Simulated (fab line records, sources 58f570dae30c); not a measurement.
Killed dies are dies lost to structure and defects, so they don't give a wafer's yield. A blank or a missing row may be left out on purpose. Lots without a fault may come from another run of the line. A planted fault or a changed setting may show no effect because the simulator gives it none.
A sampling plan put to the test | flow berkeley_cmos170 | one fab line, 28 faults that these records tell of, each judged on the records of the lots that it struck
The plan is the line's own looks: the steps of the route at which a gauge or an inspection reads the wafer and doesn't change it. A look can be judged if struck wafers have a number there and the file gives its usual mean and standard deviation on fault-free wafers. Caught: at a look after the fault's first step, the mean of the struck wafers lies 4 or more of those standard deviations (sigma) from the usual mean. On the tool: the same test on the tool's own readings at the fault's steps. Another recipe on the struck wafers, or a record that is blank for them alone, also counts as caught.

THE FAULTS, as the simulator had put them in
1. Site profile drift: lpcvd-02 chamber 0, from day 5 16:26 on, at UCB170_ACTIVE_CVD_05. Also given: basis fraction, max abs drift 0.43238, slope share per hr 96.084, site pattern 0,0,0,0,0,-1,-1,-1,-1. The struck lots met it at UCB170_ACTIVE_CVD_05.
2. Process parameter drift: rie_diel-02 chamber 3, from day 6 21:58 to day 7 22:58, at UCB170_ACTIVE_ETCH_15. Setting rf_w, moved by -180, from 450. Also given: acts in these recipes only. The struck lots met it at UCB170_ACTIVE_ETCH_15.
3. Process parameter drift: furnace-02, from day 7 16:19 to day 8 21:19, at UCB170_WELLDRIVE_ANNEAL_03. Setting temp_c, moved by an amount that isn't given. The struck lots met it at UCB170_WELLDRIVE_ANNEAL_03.
4. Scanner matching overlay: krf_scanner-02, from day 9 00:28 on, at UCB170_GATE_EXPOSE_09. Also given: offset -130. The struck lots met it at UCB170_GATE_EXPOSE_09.
5. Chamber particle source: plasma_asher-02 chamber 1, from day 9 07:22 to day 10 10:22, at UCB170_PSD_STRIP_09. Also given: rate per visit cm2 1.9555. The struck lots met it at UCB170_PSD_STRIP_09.
6. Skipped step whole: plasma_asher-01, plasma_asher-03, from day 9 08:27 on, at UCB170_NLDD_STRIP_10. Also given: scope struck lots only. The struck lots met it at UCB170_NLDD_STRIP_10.
7. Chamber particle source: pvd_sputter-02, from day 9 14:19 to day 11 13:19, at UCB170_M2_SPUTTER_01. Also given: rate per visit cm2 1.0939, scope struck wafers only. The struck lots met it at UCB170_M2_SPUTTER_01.
8. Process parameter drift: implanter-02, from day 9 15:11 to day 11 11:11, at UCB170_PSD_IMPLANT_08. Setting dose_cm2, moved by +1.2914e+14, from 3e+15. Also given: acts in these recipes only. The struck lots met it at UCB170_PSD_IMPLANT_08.
9. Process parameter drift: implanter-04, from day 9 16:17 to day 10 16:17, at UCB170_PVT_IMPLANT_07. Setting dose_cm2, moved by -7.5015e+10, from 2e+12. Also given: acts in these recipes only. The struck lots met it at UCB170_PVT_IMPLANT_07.
10. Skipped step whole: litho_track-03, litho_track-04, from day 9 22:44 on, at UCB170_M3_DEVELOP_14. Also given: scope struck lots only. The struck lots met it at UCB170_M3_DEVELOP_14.
11. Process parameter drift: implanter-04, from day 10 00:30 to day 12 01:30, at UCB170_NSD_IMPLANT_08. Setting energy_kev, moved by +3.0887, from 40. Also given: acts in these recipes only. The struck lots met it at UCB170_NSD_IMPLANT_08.
12. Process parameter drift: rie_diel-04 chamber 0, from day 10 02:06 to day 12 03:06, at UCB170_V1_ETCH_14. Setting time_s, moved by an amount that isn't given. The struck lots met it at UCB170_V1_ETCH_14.
13. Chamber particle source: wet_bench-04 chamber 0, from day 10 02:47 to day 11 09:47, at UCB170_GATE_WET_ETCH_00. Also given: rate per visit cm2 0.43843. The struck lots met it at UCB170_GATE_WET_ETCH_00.
14. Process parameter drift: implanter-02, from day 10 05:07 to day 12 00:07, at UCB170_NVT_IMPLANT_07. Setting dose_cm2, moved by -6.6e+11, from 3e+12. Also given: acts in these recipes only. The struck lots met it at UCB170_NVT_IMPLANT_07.
15. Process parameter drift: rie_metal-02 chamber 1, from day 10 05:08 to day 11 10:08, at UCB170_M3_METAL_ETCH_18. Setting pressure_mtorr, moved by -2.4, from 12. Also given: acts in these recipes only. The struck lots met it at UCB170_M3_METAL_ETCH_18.
16. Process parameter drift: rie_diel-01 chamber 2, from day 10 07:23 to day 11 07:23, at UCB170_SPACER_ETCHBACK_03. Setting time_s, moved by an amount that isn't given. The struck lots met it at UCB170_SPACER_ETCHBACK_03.
17. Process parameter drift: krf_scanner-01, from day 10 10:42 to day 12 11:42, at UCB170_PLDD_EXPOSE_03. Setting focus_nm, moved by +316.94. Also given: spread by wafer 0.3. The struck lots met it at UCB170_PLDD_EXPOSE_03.
18. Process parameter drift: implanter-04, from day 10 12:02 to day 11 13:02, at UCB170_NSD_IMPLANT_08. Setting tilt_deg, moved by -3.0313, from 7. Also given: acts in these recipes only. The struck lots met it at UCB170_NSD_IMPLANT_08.
19. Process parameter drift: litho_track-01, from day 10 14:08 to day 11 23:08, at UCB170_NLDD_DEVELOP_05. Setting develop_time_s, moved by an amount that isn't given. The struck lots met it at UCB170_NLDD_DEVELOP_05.
20. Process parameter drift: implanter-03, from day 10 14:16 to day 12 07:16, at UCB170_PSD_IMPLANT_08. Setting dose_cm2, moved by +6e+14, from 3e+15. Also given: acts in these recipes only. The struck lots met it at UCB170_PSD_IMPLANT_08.
21. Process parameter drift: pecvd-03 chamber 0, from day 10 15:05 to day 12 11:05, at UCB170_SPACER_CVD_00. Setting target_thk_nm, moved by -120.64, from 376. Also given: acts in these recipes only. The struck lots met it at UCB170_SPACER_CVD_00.
22. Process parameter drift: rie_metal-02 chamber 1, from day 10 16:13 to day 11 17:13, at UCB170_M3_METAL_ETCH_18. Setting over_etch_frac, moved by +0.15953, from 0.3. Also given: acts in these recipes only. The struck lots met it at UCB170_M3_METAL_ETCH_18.
23. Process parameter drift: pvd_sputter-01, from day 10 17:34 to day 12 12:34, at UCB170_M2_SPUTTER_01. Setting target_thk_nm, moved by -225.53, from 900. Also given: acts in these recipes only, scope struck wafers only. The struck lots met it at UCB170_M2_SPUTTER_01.
24. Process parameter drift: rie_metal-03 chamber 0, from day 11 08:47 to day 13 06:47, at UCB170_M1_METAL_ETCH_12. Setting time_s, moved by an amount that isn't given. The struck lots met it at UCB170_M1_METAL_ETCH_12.
25. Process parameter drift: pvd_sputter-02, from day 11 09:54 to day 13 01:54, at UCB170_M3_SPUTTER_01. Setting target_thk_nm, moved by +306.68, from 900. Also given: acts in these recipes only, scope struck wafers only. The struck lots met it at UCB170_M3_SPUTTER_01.
26. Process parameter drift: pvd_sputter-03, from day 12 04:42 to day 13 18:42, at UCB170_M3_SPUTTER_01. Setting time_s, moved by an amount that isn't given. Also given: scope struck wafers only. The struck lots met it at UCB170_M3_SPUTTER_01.
27. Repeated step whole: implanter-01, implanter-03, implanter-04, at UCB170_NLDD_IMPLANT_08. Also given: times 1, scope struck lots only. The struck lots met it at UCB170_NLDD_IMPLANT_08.
28. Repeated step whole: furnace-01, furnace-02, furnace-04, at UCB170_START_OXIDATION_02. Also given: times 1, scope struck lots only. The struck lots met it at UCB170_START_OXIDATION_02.

WHAT THE PLAN SAW
fault | on the tool itself                               | first look that catches it                      | reading, sigma                                   | median hours from its first step to that look | hours from the fault's start to the first struck lot there | judged looks passed uncaught
1     | under 2 sigma                                    | UCB170_ACTIVE_THK_MEAS_06                       | ACTIVE_NITRIDE_THK -22                           | 1.9                                           | 6                                                          | 0
2     | rf_fwd_power_W -99 or beyond sigma               | no look after it can be judged                  | -                                                | -                                             | -                                                          | 0
3     | tube_center_temp_C -99 or beyond sigma           | no look after it can be judged                  | -                                                | -                                             | -                                                          | 0
4     | no reading that can be judged                    | UCB170_GATE_OVL_MEAS_13                         | GATE_OVL -26                                     | 0.7                                           | 3                                                          | 0
5     | under 2 sigma                                    | none of the 2 looks that can be judged after it | -                                                | -                                             | -                                                          | 2
6     | the tool's record is blank for the struck wafers | UCB170_PSD_TW_MEAS_10                           | PSD_TW -88                                       | 7.1                                           | 7                                                          | 1
7     | under 2 sigma                                    | none of the 2 looks that can be judged after it | -                                                | -                                             | -                                                          | 2
8     | dose_ions_cm2 +37 sigma                          | UCB170_SDANNEAL_RS_MEAS_02                      | PSD_RS -7.2                                      | 4.7                                           | 6                                                          | 0
9     | dose_ions_cm2 -32 sigma                          | no look after it can be judged                  | -                                                | -                                             | -                                                          | 0
10    | no reading that can be judged                    | no look after it can be judged                  | -                                                | -                                             | -                                                          | 0
11    | beam_energy_keV +99 or beyond sigma              | UCB170_SDANNEAL_RS_MEAS_03                      | NSD_RS -8.6                                      | 1.6                                           | 7                                                          | 1
12    | run_length_s +99 or beyond sigma                 | no look after it can be judged                  | -                                                | -                                             | -                                                          | 0
13    | no reading that can be judged                    | none of the 2 looks that can be judged after it | -                                                | -                                             | -                                                          | 2
14    | dose_ions_cm2 -99 or beyond sigma                | UCB170_NVT_TW_MEAS_09                           | NVT_TW -6.5                                      | 0.2                                           | 17                                                         | 0
15    | chamber_pressure_mTorr -99 or beyond sigma       | no look after it can be judged                  | -                                                | -                                             | -                                                          | 0
16    | run_length_s -71 sigma                           | no look after it can be judged                  | -                                                | -                                             | -                                                          | 0
17    | exposure_dose_mJ_cm2 -10 sigma                   | none of the 2 looks that can be judged after it | strongest: cd_nm at UCB170_PLDD_CD_MEAS_06, +3.7 | -                                             | -                                                          | 2
18    | tilt_deg -99 or beyond sigma                     | not the one look that can be judged after it    | -                                                | -                                             | -                                                          | 1
19    | no reading that can be judged                    | UCB170_NLDD_TW_MEAS_11                          | NLDD_TW -99 or beyond                            | 1.0                                           | 3                                                          | 0
20    | dose_ions_cm2 +99 or beyond sigma                | UCB170_PSD_TW_MEAS_10                           | PSD_TW +4.5                                      | 0.2                                           | 1                                                          | 0
21    | under 2 sigma                                    | UCB170_SPACER_THK_MEAS_01                       | SPACER_TEOS_THK -27                              | 0.0                                           | 2                                                          | 0
22    | oes_product_au -4.7 sigma                        | no look after it can be judged                  | -                                                | -                                             | -                                                          | 0
23    | under 2 sigma                                    | UCB170_M2_RS_MEAS_02                            | M2_AL_RS +30                                     | 0.1                                           | 4                                                          | 0
24    | run_length_s -18 sigma                           | no look after it can be judged                  | -                                                | -                                             | -                                                          | 0
25    | under 2 sigma                                    | UCB170_M3_RS_MEAS_02                            | M3_AL_RS -24                                     | 0.1                                           | 5                                                          | 0
26    | under 2 sigma                                    | UCB170_M3_RS_MEAS_02                            | M3_AL_RS +9.6                                    | 0.1                                           | 3                                                          | 0
27    | no reading that can be judged                    | UCB170_NLDD_TW_MEAS_11                          | NLDD_TW +13                                      | 0.9                                           | -                                                          | 0
28    | under 2 sigma                                    | UCB170_START_THK_MEAS_03                        | START_OXIDE_THK +29                              | 4.6                                           | -                                                          | 0
A dash: the fault isn't caught, or these records don't give the number.

Caught at a look: 14 of 28. Caught on the tool: 15 of 28. By one or the other: 24 of 28.
Caught on the tool alone: faults 2, 3, 9, 12, 15, 16, 17, 18, 22, 24.
Caught at a look alone: faults 1, 4, 19, 21, 23, 25, 26, 27, 28.
Caught by neither: faults 5, 7, 10, 13.

THINNER SAMPLING
If the look that catches a fault measured only every second or every third lot, by lot number, the first struck lot would be measured this late in the worst case:
fault | struck lots at that look, in order of time | every lot | every second lot | every third lot
1     | L190, L192, L194, L193                     | 6 h       | 24 h             | 24 h
4     | L154, L156, L157                           | 3 h       | 27 h             | may miss all 3
6     | L704, L702, L706                           | 7 h       | may miss all 3   | 19 h
8     | L740, L742                                 | 6 h       | may miss all 2   | may miss all 2
11    | L312, L311                                 | 7 h       | 7 h              | may miss all 2
14    | L516, L515                                 | 17 h      | 18 h             | may miss all 2
19    | L921, L923, L924                           | 3 h       | 32 h             | may miss all 3
20    | L715, L716                                 | 1 h       | 11 h             | may miss all 2
21    | L299, L303                                 | 2 h       | may miss all 2   | may miss all 2
23    | L816                                       | 4 h       | may miss it      | may miss it
25    | L503, L506                                 | 5 h       | 17 h             | may miss all 2
26    | L316                                       | 3 h       | may miss it      | may miss it
Hours are from the fault's start to the first struck lot that is measured. The limit of 4 sigma was tested on all struck wafers together, so one lot alone may lie under it. Other struck lots may not be in these records.

THE LONGEST TIMED WAY FROM STEP TO LOOK
Fault 6: a median of 7.1 hours passes between UCB170_NLDD_STRIP_10 and UCB170_PSD_TW_MEAS_10. The look between them that can be judged stayed within 4 sigma: UCB170_PSD_OVL_MEAS_07.
